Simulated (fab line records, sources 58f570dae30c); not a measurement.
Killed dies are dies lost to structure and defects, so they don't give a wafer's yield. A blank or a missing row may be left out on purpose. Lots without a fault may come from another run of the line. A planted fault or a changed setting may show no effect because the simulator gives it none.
Split-lot experiment | flow berkeley_cmos170 | 5 lots, 23 wafers read, on a route of 331 steps

THE SPLIT
At UCB170_ACTIVE_CVD_05 (deposits Si3N4 from SiH2Cl2/NH3, target thk 220 nm, time 3300 s), the setting temp_c was moved away from the recipe's 800 C on 15 of the 23 wafers read, by -3.0% to -2.2%. The other wafers ran this setting at the recipe's value.

FROM THE SPLIT TO THE READING: what the file shows between them, 5 steps
- UCB170_ACTIVE_THK_MEAS_06
- UCB170_ACTIVE_EXPOSE_10: exposes mask ACTIVE, target cd 1200 nm (also split here: dose_mj)
- UCB170_ACTIVE_PEB_11
- UCB170_ACTIVE_DEVELOP_12: develop time 45 s
- UCB170_ACTIVE_CD_MEAS_13: target cd 1200 nm

THE READING
oes_product_au, in a.u., at UCB170_ACTIVE_ETCH_15 (etches Si3N4 in CH3F/Ar/O2, stops on SiO2, target depth 242 nm, time 145.6 s). Fault-free wafers of this fab line usually give 0.968 a.u., standard deviation 0.016 a.u..

wafer  | tool, chamber at the split | temp_c as run, C | against the recipe | oes_product_au, a.u. | against lot-mates on the recipe
L075.1 | -, -                       | 800              | recipe             | 0.935                | -
L075.2 | -, -                       | 800              | recipe             | 0.967                | -
L075.3 | -, -                       | 800              | recipe             | 0.956                | -
L075.5 | -, -                       | 800              | recipe             | 0.963                | -
L075.6 | -, -                       | 800              | recipe             | 0.940                | -
L081.2 | -, -                       | 776.4            | -3.0%              | 0.773                | no lot-mate on the recipe
L081.3 | -, -                       | 776.4            | -3.0%              | 0.767                | no lot-mate on the recipe
L081.4 | -, -                       | 776.4            | -3.0%              | 0.746                | no lot-mate on the recipe
L081.5 | -, -                       | 776.4            | -3.0%              | 0.770                | no lot-mate on the recipe
L081.6 | -, -                       | 776.4            | -3.0%              | 0.757                | no lot-mate on the recipe
L083.4 | lpcvd-02, 0                | 800              | recipe             | 0.968                | -
L083.5 | lpcvd-02, 0                | 800              | recipe             | 0.974                | -
L083.6 | lpcvd-02, 0                | 800              | recipe             | 0.958                | -
L085.1 | -, -                       | 782.4            | -2.2%              | 0.800                | no lot-mate on the recipe
L085.2 | -, -                       | 782.4            | -2.2%              | 0.776                | no lot-mate on the recipe
L085.3 | -, -                       | 782.4            | -2.2%              | 0.805                | no lot-mate on the recipe
L085.5 | -, -                       | 782.4            | -2.2%              | 0.782                | no lot-mate on the recipe
L085.6 | -, -                       | 782.4            | -2.2%              | 0.800                | no lot-mate on the recipe
L084.1 | -, -                       | 778.5            | -2.7%              | 0.796                | no lot-mate on the recipe
L084.3 | -, -                       | 778.5            | -2.7%              | 0.803                | no lot-mate on the recipe
L084.4 | -, -                       | 778.5            | -2.7%              | 0.766                | no lot-mate on the recipe
L084.5 | -, -                       | 778.5            | -2.7%              | 0.790                | no lot-mate on the recipe
L084.6 | -, -                       | 778.5            | -2.7%              | 0.790                | no lot-mate on the recipe

THE FIT
A straight line over all 23 wafers: oes_product_au changes by +0.0662 a.u. for each +1% of temp_c; r = +0.98; the points scatter about the line by 0.016 a.u..
Too few moved wafers have a lot-mate on the recipe to fit a line with each lot's own level taken away.

THE WHOLE CHAIN: every reading that the file lists as answering this split, in the file's order
step                      | what it does                                                                 | reading                                                                        | change (the file's fit)                  | r (the file's)
UCB170_ACTIVE_CVD_05      | deposits Si3N4 from SiH2Cl2/NH3, target thk 220 nm, time 3300 s              | Si3N4_of_ACTIVE_CVD_05.thk_nm (the simulator's own value, which no gauge read) | +26.1 nm for each +1% of the setting     | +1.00
UCB170_ACTIVE_THK_MEAS_06 |                                                                              | ACTIVE_NITRIDE_THK                                                             | +26.1 for each +1% of the setting        | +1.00
UCB170_ACTIVE_ETCH_15     | etches Si3N4 in CH3F/Ar/O2, stops on SiO2, target depth 242 nm, time 145.6 s | oes_product_au                                                                 | +0.0662 a.u. for each +1% of the setting | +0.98
UCB170_ACTIVE_ETCH_15     | etches Si3N4 in CH3F/Ar/O2, stops on SiO2, target depth 242 nm, time 145.6 s | etch.depth_nm (the simulator's own value, which no gauge read)                 | +26.1 nm for each +1% of the setting     | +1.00

THE FILE'S OWN FIT
oes_product_au changes by +0.0662 a.u. for each +1% of temp_c, r = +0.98.
